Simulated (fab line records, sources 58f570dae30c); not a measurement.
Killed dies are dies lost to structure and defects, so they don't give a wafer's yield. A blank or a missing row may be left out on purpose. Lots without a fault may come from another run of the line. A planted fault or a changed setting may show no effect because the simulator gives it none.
fab line records | flow berkeley_cmos170
record lots=6 wafers=18 last_day=11
route steps=331 shown START@1 ZERO@6
lots that met no fault: from a run of the same line without faults
start_h: hours from the record's first day to the start of the lot's first wafer shown | wait_h: hours since the lot's step before | " the same as in the row above | L1.1+2: a row that stands for several wafers | - no value, or no start given | * or withheld: withheld | < > ~ a bound
route shown NAME@n: a module of which the file shows steps, and the number in the route of the first | usual: mean/standard deviation of fault-free wafers | same: alike in all rows | chamber/n: place in a boat | sites: the reading at each site | _std_site: their standard deviation | _edge_site: outer sites' mean less inner sites' | radius_mm: how far each site lies from the wafer's centre | mask NAME#n: copy n | behind: the tool/chamber that last shaped the wafer | hold: why the lot was held/for how many hours/how that ended | device: the transistor (n, p or np) that didn't switch | end of line: the same wafers' tests at the end of the route | a step without rows: its recipe alone | killed: dies lost to structure and defects at the first sort, not the wafer's yield | map: a wafer's dies, x killed, . not, _ none there
set.NAME: the setting as run; set.NAME@STEP: as run at that earlier step | model.NAME: the simulator's own value behind a step, which no gauge read
lots at some steps of the route; a table a step, a row a wafer
services: from which hour (start_h, from the record's first day; less than 0 if before it) a tool's chamber was out of use, for how many hours, and why
## steps
# step UCB170_START_BOW_MEAS_00
# recipe mode=bow
# usual INCOMING_BOW=0/6.6
# columns lot.wafer tool chamber start_h wait_h INCOMING_BOW[um]
L973.2 film_metro-02 - 30.02 - -8
L973.3 " - " " -2
L973.4 " - " " 4
L974.1 film_metro-03 - 35.00 - -4
L974.5 " - " " 4
L974.6 " - " " -12
L986.1 film_metro-02 - 95.00 - 13
L986.2 " - " " -3
L986.5 " - " " -2
L987.1 film_metro-01 - 100.00 - 13
L987.3 " - " " -5
L987.4 " - " " -1
L991.2 film_metro-03 - 120.02 - 4
L991.4 " - " " -9
L991.5 " - " " -5
L992.1 film_metro-01 - 125.00 - -5
L992.3 " - " " 8
L992.5 " - " " 9
# step UCB170_START_CLEAN_01
# recipe chemistry=dHF dilution=25:1 time_s=60
# step UCB170_START_OXIDATION_02
# recipe temp_c=950 ambient=O2 target_thk_a=200 ox_time_s=1800
# step UCB170_START_THK_MEAS_03
# recipe reads=SiO2_of_START_OXIDATION_02
# usual START_OXIDE_THK=20.0/0.38
# columns lot.wafer tool chamber start_h wait_h START_OXIDE_THK[nm]
L973.2 film_metro-03 - 32.00 0.0 20.6
L973.3 " - " " 20.1
L973.4 " - " " 20.3
L974.1 film_metro-03 - 39.61 0.0 19.8
L974.5 " - " " 19.6
L974.6 " - " " 19.8
L986.1 film_metro-01 - 98.76 0.0 19.8
L986.2 " - " " 19.5
L986.5 " - " " 19.9
L987.1 film_metro-03 - 103.32 0.0 19.8
L987.3 " - " " 19.8
L987.4 " - " " 19.9
L991.2 film_metro-02 - 125.11 0.0 20.2
L991.4 " - " " 20.4
L991.5 " - " " 20.6
L992.1 film_metro-03 - 129.10 0.0 20.8
L992.3 " - " " 20.6
L992.5 " - " " 21.0
# step UCB170_START_ANNEAL_04
# recipe temp_c=950 time_s=1200 ambient=N2
# step UCB170_ZERO_HMDS_00
# recipe prime_time_s=60 prime_temp_c=100
# step UCB170_ZERO_COAT_01
# recipe resist=KrF spin_rpm=1500 resist_thk_nm=900
# step UCB170_ZERO_SOFTBAKE_02
# recipe resist=KrF temp_c=130 time_s=60
# step UCB170_ZERO_EXPOSE_03
# recipe mask_id=PM_MARKS na=0.5 sigma_outer=0.6 source_shape=conventional target_cd_nm=4000 dose_mj=30
# usual exposure_dose_mJ_cm2=29.996/0.027 focus_offset_nm=0.1/0.55 sigma_outer=0.6/0
# columns lot.wafer tool chamber start_h wait_h mask exposure_dose_mJ_cm2 focus_offset_nm sigma_outer
L973.2 krf_scanner-01 0 36.10 0.2 PM_MARKS#0 30.003 0.3 0.6
L973.3 " 0 " " PM_MARKS#0 29.993 0.2 0.6
L973.4 " 0 " " PM_MARKS#0 30.016 0.5 0.6
L974.1 krf_scanner-02 0 41.58 0.2 PM_MARKS#0 29.997 0.2 0.6
L974.5 " 0 " " PM_MARKS#0 29.990 0.2 0.6
L974.6 " 0 " " PM_MARKS#0 30.051 0.6 0.6
L986.1 krf_scanner-02 - 101.40 0.1 PM_MARKS#0 - - -
L986.2 " - " " PM_MARKS#0 - - -
L986.5 " - " " PM_MARKS#0 - - -
L987.1 krf_scanner-02 - 107.03 0.1 PM_MARKS#0 - - -
L987.3 " - " " PM_MARKS#0 - - -
L987.4 " - " " PM_MARKS#0 - - -
L991.2 krf_scanner-02 0 130.94 0.1 PM_MARKS#0 29.987 0.8 0.6
L991.4 " 0 " " PM_MARKS#0 30.000 -0.1 0.6
L991.5 " 0 " " PM_MARKS#0 29.986 0.4 0.6
L992.1 krf_scanner-02 0 133.44 0.1 PM_MARKS#0 30.046 -0.7 0.6
L992.3 " 0 " " PM_MARKS#0 29.967 0.1 0.6
L992.5 " 0 " " PM_MARKS#0 30.008 -0.7 0.6
# step UCB170_ZERO_PEB_04
# recipe peb_temp_c=130 peb_time_s=withheld resist=KrF
# step UCB170_ZERO_DEVELOP_05
# recipe developer=TMAH develop_time_s=45 resist=KrF dev_temp_c=21
# step UCB170_ZERO_ETCH_06
# recipe chemistry=CHF3/CF4/Ar target=SiO2 time_s=12 pressure_mtorr=100 rf_w=500 CHF3_flow_sccm=50 cf4_flow_sccm=10 Ar_flow_sccm=120 over_etch_frac=1.58
# usual drypump_motor_current_A=5.8/0.42 oes_product_au=0.615/0.012 throttle_valve_pct=9.22/0.061
# columns lot.wafer tool chamber start_h wait_h drypump_motor_current_A oes_product_au rf_hours_counter_h throttle_valve_pct
L973.2 rie_diel-01 3 36.47 - 4.9 0.629 82 9.24
L973.3 " 1 " " 6.0 0.606 59 9.24
L973.4 " 2 " " 6.3 0.596 84 9.38
L974.1 rie_diel-02 2 42.05 - 6.2 0.628 73 9.22
L974.5 " 3 " " 5.2 0.606 - 9.25
L974.6 " 0 " " 5.6 0.620 - 9.16
L986.1 rie_diel-02 2 102.31 - 6.2 0.379 77 9.20
L986.2 " 0 " " 5.6 0.374 103 9.16
L986.5 " 2 " " 6.2 0.387 - 9.19
L987.1 rie_diel-02 2 107.42 - 6.2 0.382 77 9.19
L987.3 " 1 " " 6.4 0.379 74 9.20
L987.4 " 2 " " 6.2 0.383 - 9.20
L991.2 rie_diel-03 2 131.47 - 5.7 0.615 114 9.23
L991.4 " 3 " " 6.0 0.615 138 9.10
L991.5 " 3 " " 6.0 0.634 - 9.09
L992.1 rie_diel-02 0 133.84 - 5.6 0.618 105 9.17
L992.3 " 2 " " 6.2 0.633 78 9.22
L992.5 " 1 " " 6.4 0.619 - 9.20
# step UCB170_ZERO_STRIP_07
# recipe chemistry=O2 power_w=400 pressure_mtorr=3500 platen_temp_c=withheld o2_flow_sccm=400 overash_fraction=0.5
# usual drypump_motor_current_A=5.4/0.38 oes_product_au=0.727/0.005 strip_time_to_endpoint_s=21.50/0.072
# columns lot.wafer tool chamber start_h wait_h drypump_motor_current_A oes_product_au rf_hours_counter_h strip_time_to_endpoint_s
L973.2 plasma_asher-03 1 36.49 0.0 5.8 0.728 24 21.48
L973.3 " 0 " " 5.0 0.739 - 21.53
L973.4 " 1 " " 5.8 0.725 - 21.51
L974.1 plasma_asher-01 1 42.07 0.0 5.9 0.724 33 21.56
L974.5 " 1 " " 5.9 0.729 - 21.51
L974.6 " 0 " " 4.9 0.730 - 21.57
L986.1 plasma_asher-03 1 102.34 0.0 5.8 0.721 32 21.45
L986.2 " 0 " " 5.0 0.722 32 21.52
L986.5 " 0 " " 4.9 0.728 - 21.53
L987.1 plasma_asher-03 0 107.45 0.0 5.0 0.726 32 21.46
L987.3 " 0 " " 5.0 0.738 - 21.41
L987.4 " 1 " " 5.8 0.726 - 21.43
L991.2 plasma_asher-03 1 131.50 0.0 5.7 0.739 36 21.45
L991.4 " 1 " " 5.8 0.730 - 21.49
L991.5 " 1 " " 5.8 0.741 - 21.46
L992.1 plasma_asher-02 0 133.86 0.0 5.5 0.719 44 21.55
L992.3 " 0 " " 5.5 0.729 - 21.59
L992.5 " 1 " " 5.3 0.720 - 21.65
## services
# columns tool chamber start_h hours kind
krf_scanner-01 - 18.88 3.6 pm
krf_scanner-02 0 32.97 - calibration
rie_diel-01 1 39.30 2.8 repair
rie_diel-03 1 39.49 8.0 repair
plasma_asher-01 - 46.22 0.6 repair
krf_scanner-02 - 61.70 1.0 pm
rie_diel-01 - 69.47 1.7 repair
krf_scanner-02 - 73.15 1.3 pm
krf_scanner-01 - 74.46 1.3 pm
krf_scanner-01 - 94.30 0.8 pm
krf_scanner-01 - 95.62 0.3 repair
rie_diel-02 3 100.19 - clean
rie_diel-02 3 100.19 15.7 scheduled_down
rie_diel-02 3 100.19 15.7 vent_cycle
krf_scanner-01 - 102.17 1.0 pm
plasma_asher-01 - 108.75 9.0 pm
plasma_asher-01 0 108.75 9.0 vent_cycle
plasma_asher-01 1 108.75 9.0 vent_cycle
rie_diel-03 3 114.44 2.7 repair
plasma_asher-01 0 117.75 - clean
plasma_asher-01 1 117.75 - clean
krf_scanner-02 - 118.21 0.8 pm
krf_scanner-01 0 127.77 - calibration
## key
first_sign step=UCB170_ZERO_EXPOSE_03 reading=tool_record direction=missing
effect step=UCB170_ZERO_ETCH_06 reading=oes_product_au direction=down sigmas=19 usual=0.615 struck=0.381
met_at UCB170_ZERO_EXPOSE_03
struck_wafers L986.1,L986.2,L986.5,L987.1,L987.3,L987.4
later_rows_left_out L986.1,L986.2,L986.5,L987.1,L987.3,L987.4
sort_left_out L986.1,L986.2,L986.5,L987.1,L987.3,L987.4
tester_left_out L986,L987
onset_between 41.58 101.40
fault kind=skipped_step_whole tool=krf_scanner-02 chamber=- onset_h=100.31 steps=UCB170_ZERO_EXPOSE_03 scope=struck_lots_only
# tester_left_out: of these lots the tester's yield and bins aren't shown, on N5 and GAA mostly nor the transistor test; their killed dies are dies lost to structure and defects alone, not to doping, threshold or leakage, so they don't give the yield
# sort_left_out: the simulated sort isn't trusted on such a fault, so these wafers' sort isn't shown, and their yield isn't known
# later_rows_left_out: the simulator's readings of these wafers behind a module that went badly wrong aren't trusted and aren't shown, but for the sort
